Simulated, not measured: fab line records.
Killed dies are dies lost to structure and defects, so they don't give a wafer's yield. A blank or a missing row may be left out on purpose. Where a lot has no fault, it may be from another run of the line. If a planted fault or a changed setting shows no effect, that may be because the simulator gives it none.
Code-filled problem report in 8D (eight disciplines) form / flow rit cmos / the parts of the form that need people (team, actions taken, sign-off) are left out

== 1. PROBLEM STATEMENT ==
At RIT_M1_STRIP_14, run length s averages 213.5 s over 2 wafers from 2 lots, while fault-free wafers read 208.6 s, standard deviation 0.53. Relative to the usual mean, that is a shift of +9.2 standard deviations.
The step: strips in O2, time 180 s.
Seen first at day 6 01:24 on plasma asher-02, wafer L769.1. At this step, 38 wafers from 14 lots have a number in the record. The rule behind "out" and "out of limits": a value lying over 4 standard deviations away from the usual mean. Any other wafer with a number is counted as sound.

== 2. WHAT IT IS AND WHAT IT IS NOT ==
question=which readings at this step | is=run length s | is not=drypump motor current A
question=which lots | is=L769, L771 | is not=L761, L763, L764, L766, L767, L773, L775, L778, L780, L781, L782, L783
question=which wafers of those lots | is=all that have a number | is not=-
question=read on which tools | is=plasma asher-02 | is not=plasma asher-01, plasma asher-03
question=when | is=from day 6 01:24 | is not=up to then (15 sound wafers); but 21 sound wafers of L773, L775, L778, L780, L781, L782, L783 came after

== 3. SUSPECTS, AND WHAT RULES EACH OUT ==
Counting: a tool at a process step up to the reading stays a suspect if it ran every lot that is out and no sound lot after the first of them.
- rie diel-02 at RIT_SPACER_ETCHBACK_05 (etches Si3N4 in SF6/CHF3, stops on SiO2, target depth 250 nm, time 240 s): ruled out as a lasting fault. Following L769 (day 5 00:01), the first lot on it that is out, the sound lots L775, L780, L783 were run on it.
- plasma asher-02 at RIT_M1_STRIP_14 (strips in O2, time 180 s): kept. It ran every lot that is out, first L769 (day 6 01:24), and no sound lot after that; its last sound lot up to then is L767 (day 5 01:25). Its own readings are out on those wafers: run length s.
The count leaves plasma asher-02 at RIT_M1_STRIP_14.

== 4. THE CAUSE (what the simulator had put in) ==
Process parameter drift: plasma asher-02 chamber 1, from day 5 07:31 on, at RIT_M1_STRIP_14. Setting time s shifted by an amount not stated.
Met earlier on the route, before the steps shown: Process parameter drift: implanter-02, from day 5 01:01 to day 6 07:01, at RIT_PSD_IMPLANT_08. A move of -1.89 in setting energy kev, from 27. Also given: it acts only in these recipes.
After counting, this tool was the only one left.

== 5. SEQUENCE OF EFFECTS, ordered by route ==
Rows list readings where the struck wafers' mean (over those with a number) sits beyond 3 standard deviations from the usual. Only readings for which the record gives a usual standard deviation are gone through. hours: the time from each lot's start at the first step in this table that gives one to its start at this step, as a median over the lots. sigmas: the change in usual standard deviations.
hours=0; step=RIT_M1_STRIP_14; reading=run length s; usual=208.6 s; on struck wafers=213.5; change=+4.9; sigmas=+9.2
It contains these process steps:
- RIT_M1_STRIP_14: strips in O2, time 180 s.

== 6. HOW IT WOULD HAVE BEEN CAUGHT EARLIER ==
In this record no reading fell out of limits until day 6 01:24, 18 hours after the fault had begun at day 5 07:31.
